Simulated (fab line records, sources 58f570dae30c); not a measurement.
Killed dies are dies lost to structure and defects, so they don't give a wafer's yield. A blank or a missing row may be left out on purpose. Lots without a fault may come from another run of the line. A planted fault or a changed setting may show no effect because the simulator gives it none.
A struck lot beside a sound one | flow berkeley_cmos170 | 17 steps out of a route of 331
Sound: wafers L907.1, L907.2, L907.6. Struck: wafers L922.4, L922.5, L922.6. The cause comes at the end.
At each step with rows: each side's tool, then ch and its chambers, then its first start. Under that, the readings that differ: sound wafers | struck wafers | difference of the means | sigmas: that difference in standard deviations of wafers without a fault.
alike: readings whose means differ by less than 2 such deviations, and words and numbers that are the same on both sides. not compared: withheld readings, readings that some wafer has no value for, bounds like >300 that may hide the same value, and numbers for which the record gives no deviation and whose values overlap.
The two part at a step that has a row with sigmas, a row that says differs or no value, or rows on one side only. Numbers that don't overlap but have no deviation are shown without sigmas and don't part them. A reading that every wafer of one side lacks parts them only if that side has two wafers or more.

first, 1 step without rows for these wafers: UCB170_GATE_DEVELOP_11 (develop time 45 s).
UCB170_GATE_CD_MEAS_12: target cd 350 nm.
  sound on cd_sem-01, day 6 20:25; struck on cd_sem-02, day 10 11:40
  reading    | sound             | struck            | difference | sigmas
  cd_nm (nm) | 348.5 348.9 348.9 | 352.5 352.9 350.6 | +3.2       | +2
UCB170_GATE_OVL_MEAS_13:
  sound on overlay-01, day 6 20:32; struck on overlay-02, day 10 11:44
  alike: GATE_OVL
UCB170_GATE_ETCH_14: etches BARC in N2/H2.
  sound on rie_diel-04 ch 0,1,3, day 6 20:35; struck on rie_diel-04 ch 1,2,3, day 10 11:45
  alike: drypump_motor_current_A, oes_product_au, throttle_valve_pct
UCB170_GATE_ETCH_15: etches poly-Si in HBr/Cl2, stops on SiO2, time 56.3 s, target depth 278.2 nm.
  sound on rie_si-01 ch 0,2,3, day 6 20:37; struck on rie_si-02 ch 1,2, day 10 11:48
  alike: drypump_motor_current_A, oes_product_au, throttle_valve_pct
  not compared: rf_hours_counter_h
UCB170_GATE_STRIP_16: strips in O2.
  sound on plasma_asher-03 ch 0,1, day 6 20:40; struck on plasma_asher-02 ch 0,1, day 10 11:53
  alike: drypump_motor_current_A, oes_product_au
  not compared: rf_hours_counter_h
UCB170_GATE_CD_MEAS_90: target cd 350 nm.
  sound on cd_sem-02, day 6 20:47; struck on cd_sem-02, day 10 12:05
  reading    | sound             | struck            | difference | sigmas
  cd_nm (nm) | 348.2 348.2 348.7 | 352.5 352.6 351.2 | +3.7       | +3
then, 5 steps without rows for these wafers: UCB170_GATE_CLEAN_17 (cleans in SPM, time 600 s); UCB170_PLDD_HMDS_00 (prime time 60 s); UCB170_PLDD_COAT_01 (resist thk 900 nm); UCB170_PLDD_SOFTBAKE_02 (time 60 s); UCB170_PLDD_EXPOSE_03 (exposes mask PSELECT, target cd 1200 nm).
UCB170_PLDD_PEB_04:
  sound on litho_track-03 ch 0, day 6 23:01; struck on litho_track-03 ch 0, day 10 13:10
  reading                  | sound                | struck               | difference | sigmas
  heater_power_total_W (W) | 56.76 56.79 56.83    | 61.44 61.33 61.42    | +4.60      | +99 or more
  plate_temp_C (C)         | 129.89 130.16 129.95 | 138.14 138.18 138.14 | +8.15      | +63
then, 1 step without rows for these wafers: UCB170_PLDD_DEVELOP_05 (develop time 45 s).
UCB170_PLDD_CD_MEAS_06: target cd 1200 nm.
  sound on cd_sem-01, day 6 23:20; struck on cd_sem-01, day 10 13:25
  reading    | sound                | struck               | difference | sigmas
  cd_nm (nm) | 1199.6 1199.2 1198.9 | 1241.0 1242.0 1240.6 | +42.0      | +32
UCB170_PLDD_OVL_MEAS_07:
  sound on overlay-02, day 6 23:28; struck on overlay-02, day 10 13:29
  alike: PLDD_OVL
UCB170_M3_PROBE_99:
  the record has rows for the struck wafers here (prober-01, day 12 01:58) and none for the sound ones

WHERE THEY PART
First at UCB170_GATE_CD_MEAS_12; last, within this record, at UCB170_M3_PROBE_99.

WHY: what the simulator had put in
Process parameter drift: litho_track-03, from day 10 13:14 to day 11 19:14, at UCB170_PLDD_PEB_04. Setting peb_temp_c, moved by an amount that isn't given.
